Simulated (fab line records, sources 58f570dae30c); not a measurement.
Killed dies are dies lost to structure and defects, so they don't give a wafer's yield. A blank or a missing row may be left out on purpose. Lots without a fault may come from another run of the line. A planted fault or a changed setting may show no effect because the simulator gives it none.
A struck lot beside a sound one | flow berkeley_cmos170 | 11 steps out of a route of 331
Sound: wafers L813.1, L813.5, L813.6. Struck: wafers L821.1, L821.4, L821.5. The cause comes at the end.
At each step with rows: each side's tool, then ch and its chambers, then its first start. Under that, the readings that differ: sound wafers | struck wafers | difference of the means | sigmas: that difference in standard deviations of wafers without a fault.
alike: readings whose means differ by less than 2 such deviations, and words and numbers that are the same on both sides. not compared: withheld readings, readings that some wafer has no value for, bounds like >300 that may hide the same value, and numbers for which the record gives no deviation and whose values overlap.
The two part at a step that has a row with sigmas, a row that says differs or no value, or rows on one side only. Numbers that don't overlap but have no deviation are shown without sigmas and don't part them. A reading that every wafer of one side lacks parts them only if that side has two wafers or more.

UCB170_START_BOW_MEAS_00:
  sound on film_metro-01, day 2 16:00; struck on film_metro-04, day 4 08:00
  alike: INCOMING_BOW
then, 2 steps without rows for these wafers: UCB170_START_CLEAN_01 (cleans in dHF, time 60 s); UCB170_START_OXIDATION_02 (target thk 20 nm, ox time 1800 s).
UCB170_START_THK_MEAS_03:
  sound on film_metro-03, day 2 22:25; struck on film_metro-01, day 4 13:11
  alike: START_OXIDE_THK
then, 5 steps without rows for these wafers: UCB170_START_ANNEAL_04 (time 1200 s); UCB170_ZERO_HMDS_00 (prime time 60 s); UCB170_ZERO_COAT_01 (resist thk 900 nm); UCB170_ZERO_SOFTBAKE_02 (time 60 s); UCB170_ZERO_EXPOSE_03 (exposes mask PM MARKS, target cd 4000 nm).
UCB170_ZERO_PEB_04:
  sound on litho_track-03 ch 0, day 3 04:49; struck on litho_track-03, day 4 15:46
  no value came back on the struck wafers for chill_plate_temp_C (C), exhaust_pa (Pa), heater_power_total_W (W); on the sound wafers chill_plate_temp_C (C) reads 22.97 22.99 22.91
then, 1 step without rows for these wafers: UCB170_ZERO_DEVELOP_05 (develop time 45 s).

WHERE THEY PART
Only at UCB170_ZERO_PEB_04, within this record.

WHY: what the simulator had put in
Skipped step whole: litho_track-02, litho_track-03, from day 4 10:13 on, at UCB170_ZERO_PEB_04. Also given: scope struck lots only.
